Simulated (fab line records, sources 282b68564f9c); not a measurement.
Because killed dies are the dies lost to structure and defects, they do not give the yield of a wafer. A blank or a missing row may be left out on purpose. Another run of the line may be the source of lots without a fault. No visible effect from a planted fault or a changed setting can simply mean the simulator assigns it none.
fab line records | flow rit-cmos | part 2 of 2: steps 27 to 27 of 27
record: lots: 5 wafers: 23
route steps=202 shown ACTIVE@9 FOX2@25 NWELL@36 PWELL@40 GATE@81 REOX@98 NLDD@105 SPACER@128 M1@202
start-h: the number of hours between the record's first day and the start of the first shown wafer of the lot | wait-h: hours since the lot's step before | " same as the row above | L1.1+2: a row that stands for several wafers | - no value, or no start was given | * or withheld: withheld | < > ~ a bound
route shown NAME@n: NAME is a module with steps in the file, n the number in the route of the first one | usual: mean/standard deviation of fault-free wafers | same: alike in all rows | chamber/n: place in a boat | sites: each site's reading | _std_site: the standard deviation of these | _edge_site: the outer-site mean with the inner-site mean subtracted | radius-mm: how far each site lies from the wafer's centre | mask NAME#n: copy n | behind: the most recent tool/chamber to have shaped the wafer | hold: why the lot went on hold/how many hours it stayed there/how the hold came to an end | device: the transistor (n, p or np) that didn't switch | end of line: the route-end tests of the same wafers | where a step has no rows: the recipe by itself | killed: at the first sort, the dies lost to defects and structure; wafer yield is something else | map: per-die view of a wafer (x killed, . not killed, _ where there is no die)
set.NAME: the setting that was run; set.NAME@STEP: the one run at that earlier step | model.NAME: the simulator's own value behind a step, which no gauge read
lots where settings were altered on purpose, with a table for each step and a row for each wafer
== steps ==
step: RIT_M1_PROBE_99
usual: killed_at_M0_to_M3: 0.1/0.28 killed-at-contacts: 0.1/0.23 killed-at-front-end: 7.5/2.7 killed-dies: 7.6/2.6 killed-open: 3.9/1.6 killed-short: 3.6/2
same: gross-dies: 264 killed_at_M4_up: 0 killed-at-back-side: 0 killed-at-other: 0
columns lot.wafer tool chamber start-h wait-h set.temp-c@GATE_OXIDATION_05 set.pressure-mtorr@GATE_CVD_08 killed_at_M0_to_M3 killed-at-contacts killed-at-front-end killed-dies killed-open killed-short model.etest.nmos_0p15.drive-ua-um model.etest.nmos_0p15.r-on-ohm-um model.etest.nmos_0p3.r-on-ohm-um model.etest.pmos_0p15.r-on-ohm-um model.etest.pmos_0p3.r-on-ohm-um model.etest.pmos-turned.r-on-ohm-um
L074.1 prober-02 - 64.18 0.1 888.2 326.6 0 0 7 7 3 4 521.1 1044 1964 2613 5699 3363
L074.3 prober-02 - 64.28 0.2 888.2 326.6 0 0 8 8 4 4 533.3 1045 1952 2577 5598 3263
L074.4 prober-02 - 64.33 0.2 888.2 326.6 0 0 6 6 2 4 547.3 1014 1913 2494 5520 3227
L074.5 prober-02 - 64.38 0.2 888.2 326.6 0 0 6 6 5 1 537.4 1039 1938 2568 5574 3273
L074.6 prober-02 - 64.43 0.2 888.2 326.6 0 0 6 6 3 3 540.4 1035 1948 2571 5653 3314
L076.2 prober-02 - 80.11 0.1 900 300 0 0 6 6 1 5 470.4 1116 2185 2760 6294 3424
L076.5 prober-02 - 80.26 0.2 900 300 0 0 7 7 6 1 458 1108 2157 2767 6308 3400
L076.6 prober-02 - 80.31 0.2 900 300 0 0 7 7 6 1 456.3 1132 2190 2799 6345 3431
L078.1 prober-01 - 83.56 0.1 918.9 269 0 1 7 8 4 4 367.6 1274 2535 3114 7519 3777
L078.3 prober-01 - 83.66 0.2 918.9 269 0 0 9 9 5 4 367.1 1281 2546 3126 7394 3794
L078.4 prober-01 - 83.71 0.2 918.9 269 0 0 8 8 5 3 367.2 1307 2576 3174 7592 3870
L078.5 prober-01 - 83.76 0.2 918.9 269 0 0 11 11 4 7 365.7 1322 2595 3231 7606 3886
L078.6 prober-01 - 83.81 0.2 918.9 269 0 0 5 5 3 2 369 1289 2557 3174 7543 3845
L079.1 prober-02 - 88.28 0.1 893.2 300 0 0 8 8 4 4 471.5 1215 2186 2699 6207 3392
L079.2 prober-02 - 88.33 0.1 893.2 300 0 0 3 3 2 1 489.8 1162 2148 2647 5950 3310
L079.3 prober-02 - 88.38 0.2 893.2 300 0 0 7 7 3 4 494.9 1178 2140 2652 5956 3358
L079.5 prober-02 - 88.48 0.2 893.2 300 0 0 8 8 4 4 485.4 1183 2165 2621 6060 3299
L079.6 prober-02 - 88.53 0.2 893.2 300 0 0 3 3 0 3 484.5 1171 2156 2643 6077 3329
L083.1 prober-01 - 105.07 0.1 919.7 277.4 2 0 4 6 3 1 389.9 1247 2546 3252 7760 3939
L083.2 prober-01 - 105.12 0.1 919.7 277.4 1 0 6 7 4 2 389.1 1213 2500 3216 7717 3883
L083.3 prober-01 - 105.17 0.2 919.7 277.4 0 0 9 9 5 4 399.2 1202 2499 3168 7765 3879
L083.5 prober-01 - 105.27 0.2 919.7 277.4 0 0 5 5 3 2 389.2 1224 2541 3222 7842 3964
L083.6 prober-01 - 105.32 0.2 919.7 277.4 1 0 5 6 4 1 388.8 1227 2526 3248 7784 3978
killed by level:class
L074.1 FOX1:geometric-particle:short=4 SPACER:geometric-particle:open=1 GATE:geometric-particle:open=1 SILICIDE:geometric-particle:open=1
L074.3 FOX2:geometric-particle:short=2 GATE:geometric-particle:open=2 FOX1:geometric-particle:open=1 REOX:geometric-particle:short=1 SILICIDE:geometric-particle:short=1 SILICIDE:geometric-particle:open=1
L074.4 REOX:geometric-particle:short=2 FOX1:geometric-particle:short=1 GATE:geometric-particle:open=1 GATE:geometric-particle:short=1 REOX:geometric-particle:open=1
L074.5 FOX1:geometric-particle:open=2 SPACER:geometric-particle:open=2 FOX2:geometric-particle:open=1 SPACER:geometric-particle:short=1
L074.6 GATE:geometric-particle:open=2 GATE:geometric-particle:short=2 REOX:geometric-particle:open=1 SPACER:geometric-particle:short=1
L076.2 GATE:geometric-particle:short=3 REOX:geometric-particle:short=1 REOX:geometric-particle:open=1 SILICIDE:geometric-particle:short=1
L076.5 GATE:geometric-particle:open=2 REOX:geometric-particle:open=2 SILICIDE:geometric-particle:open=2 GATE:geometric-particle:short=1
L076.6 SPACER:geometric-particle:open=4 GATE:geometric-particle:open=2 GATE:geometric-particle:short=1
L078.1 FOX1:geometric-particle:short=2 SPACER:geometric-particle:open=2 GATE:geometric-particle:open=1 SILICIDE:geometric-particle:short=1 SILICIDE:geometric-particle:open=1 CONTACT:geometric-particle:short=1
L078.3 GATE:geometric-particle:open=2 REOX:geometric-particle:short=2 SPACER:geometric-particle:short=2 SILICIDE:geometric-particle:open=2 FOX2:geometric-particle:open=1
L078.4 FOX1:geometric-particle:open=3 FOX1:geometric-particle:short=1 GATE:geometric-particle:open=1 REOX:geometric-particle:short=1 SPACER:geometric-particle:short=1 SPACER:geometric-particle:open=1
L078.5 SILICIDE:geometric-particle:short=3 SPACER:geometric-particle:short=2 SPACER:geometric-particle:open=2 FOX2:geometric-particle:short=1 GATE:geometric-particle:short=1 REOX:geometric-particle:open=1 SILICIDE:geometric-particle:open=1
L078.6 SILICIDE:geometric-particle:open=2 FOX1:geometric-particle:short=1 REOX:geometric-particle:open=1 SILICIDE:geometric-particle:short=1
L079.1 GATE:geometric-particle:open=2 REOX:geometric-particle:short=2 FOX1:geometric-particle:open=1 FOX1:geometric-particle:short=1 GATE:geometric-particle:short=1 SPACER:geometric-particle:open=1
L079.2 FOX2:geometric-particle:open=1 FOX2:geometric-particle:short=1 GATE:geometric-particle:open=1
L079.3 REOX:geometric-particle:open=3 GATE:geometric-particle:short=2 REOX:geometric-particle:short=1 SPACER:geometric-particle:short=1
L079.5 GATE:geometric-particle:open=3 GATE:geometric-particle:short=2 FOX2:geometric-particle:short=1 REOX:geometric-particle:open=1 SPACER:geometric-particle:short=1
L079.6 GATE:geometric-particle:short=1 REOX:geometric-particle:short=1 SILICIDE:geometric-particle:short=1
L083.1 SPACER:geometric-particle:open=2 M1:coat-microbubble-printed=2 FOX2:geometric-particle:short=1 FOX2:geometric-particle:open=1
L083.2 GATE:geometric-particle:open=2 FOX2:geometric-particle:open=1 SPACER:geometric-particle:short=1 SPACER:geometric-particle:open=1 SILICIDE:geometric-particle:short=1 M1:coat-microbubble-printed=1
L083.3 SILICIDE:geometric-particle:short=3 SPACER:geometric-particle:open=3 FOX1:geometric-particle:open=1 FOX2:geometric-particle:short=1 GATE:geometric-particle:open=1
L083.5 FOX2:geometric-particle:short=2 FOX2:geometric-particle:open=1 GATE:geometric-particle:open=1 SPACER:geometric-particle:open=1
L083.6 GATE:geometric-particle:open=4 SILICIDE:geometric-particle:short=1 M1:coat-microbubble-printed=1
== key ==
split: step: RIT_ACTIVE_EXPOSE_08 setting: dose-mj stated: 225 by: wafer
response: step: RIT_ACTIVE_CD_MEAS_11 reading: cd-nm slope: -2.84 per: 1% together-with: develop-time-s@ACTIVE_DEVELOP_10 explained: 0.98
response: step: RIT_ACTIVE_ETCH_13 reading: model.ACTIVE.cd-nm slope: -2.86 per: 1% together-with: develop-time-s@ACTIVE_DEVELOP_10 explained: 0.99
response: step: RIT_ACTIVE_CD_MEAS_90 reading: cd-nm slope: -2.86 per: 1% together-with: develop-time-s@ACTIVE_DEVELOP_10 explained: 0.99
split: step: RIT_ACTIVE_DEVELOP_10 setting: develop-time-s stated: 50 by: wafer
response: step: RIT_ACTIVE_CD_MEAS_11 reading: cd-nm slope: -1.1 per: 1% together-with: dose-mj@ACTIVE_EXPOSE_08 explained: 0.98
response: step: RIT_ACTIVE_ETCH_13 reading: model.ACTIVE.cd-nm slope: -1.08 per: 1% together-with: dose-mj@ACTIVE_EXPOSE_08 explained: 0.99
response: step: RIT_ACTIVE_CD_MEAS_90 reading: cd-nm slope: -1.09 per: 1% together-with: dose-mj@ACTIVE_EXPOSE_08 explained: 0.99
split: step: RIT_ACTIVE_ETCH_13 setting: time-s stated: 210 by: wafer
response: step: RIT_ACTIVE_ETCH_13 reading: model.NOVOLAK_of_ACTIVE_COAT_06.thk-nm change: -2.37 per: 1% r: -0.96
response: step: RIT_ACTIVE_ETCH_13 reading: model.SiO2_of_ACTIVE_OXIDATION_01.thk-nm change: -0.706 per: 1% r: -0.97
response: step: RIT_FOX2_WET_ETCH_03 reading: model.SiO2_of_ACTIVE_OXIDATION_01.thk-nm change: -0.627 per: 1% r: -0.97
split: step: RIT_FOX2_CLEAN_02 setting: time-s stated: 180 by: lot
response none clear
split: step: RIT_NWELL_IMPLANT_08 setting: energy-kev stated: 170 by: wafer
response: step: RIT_NWELL_IMPLANT_08 reading: model.implant.rp-nm change: +2.21 per: 1% r: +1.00
response: step: RIT_NWELL_IMPLANT_08 reading: model.implant.drp-nm change: +0.51 per: 1% r: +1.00
split: step: RIT_PWELL_COAT_01 setting: resist-thk-nm stated: 1300 by: wafer
response: step: RIT_PWELL_COAT_01 reading: model.NOVOLAK_of_PWELL_COAT_01.thk-nm change: +13 per: 1% r: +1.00
response: step: RIT_PWELL_HARDBAKE_07 reading: model.NOVOLAK_of_PWELL_COAT_01.thk-nm change: +11.2 per: 1% r: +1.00
split: step: RIT_PWELL_IMPLANT_08 setting: energy-kev stated: 170 by: wafer
response: step: RIT_PWELL_IMPLANT_08 reading: model.implant.drp-nm change: +0.312 per: 1% r: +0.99
split: step: RIT_GATE_OXIDATION_05 setting: temp-c stated: 900 by: lot
response: step: RIT_M1_PROBE_99 reading: model.etest.pmos_0p3.r-on-ohm-um change: +581 per: 1% r: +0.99
response: step: RIT_M1_PROBE_99 reading: model.etest.pmos-turned.r-on-ohm-um change: +180 per: 1% r: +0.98
response: step: RIT_M1_PROBE_99 reading: model.etest.pmos_0p15.r-on-ohm-um change: +184 per: 1% r: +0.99
split: step: RIT_GATE_CVD_08 setting: pressure-mtorr stated: 300 by: lot
response: step: RIT_REOX_CLEAN_00 reading: model.poly-Si_of_GATE_CVD_08.thk-nm change: +1.29 per: 1% r: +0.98
response: step: RIT_SPACER_ETCHBACK_05 reading: model.poly-Si_of_GATE_CVD_08.thk-nm change: +1.37 per: 1% r: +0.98
response: step: RIT_M1_PROBE_99 reading: model.etest.nmos_0p3.r-on-ohm-um change: -34.4 per: 1% r: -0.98
response: step: RIT_M1_PROBE_99 reading: model.etest.nmos_0p15.r-on-ohm-um change: -12.6 per: 1% r: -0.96
response: step: RIT_M1_PROBE_99 reading: model.etest.nmos_0p15.drive-ua-um change: +9.05 per: 1% r: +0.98
split: step: RIT_GATE_ETCH_19 setting: over-etch-frac stated: 0.25 by: wafer
response none clear
split: step: RIT_NLDD_SOFTBAKE_02 setting: temp-c stated: 90 by: wafer
response: step: RIT_NLDD_DEVELOP_05 reading: model.NOVOLAK_of_NLDD_COAT_01.thk-nm change: -2.45 per: 1% r: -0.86
split: step: RIT_SPACER_CVD_03 setting: sih2cl2-flow-sccm stated: 60 by: lot
response: step: RIT_SPACER_CVD_03 reading: model.Si3N4_of_SPACER_CVD_03.thk-nm change: +0.809 per: 1% r: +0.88
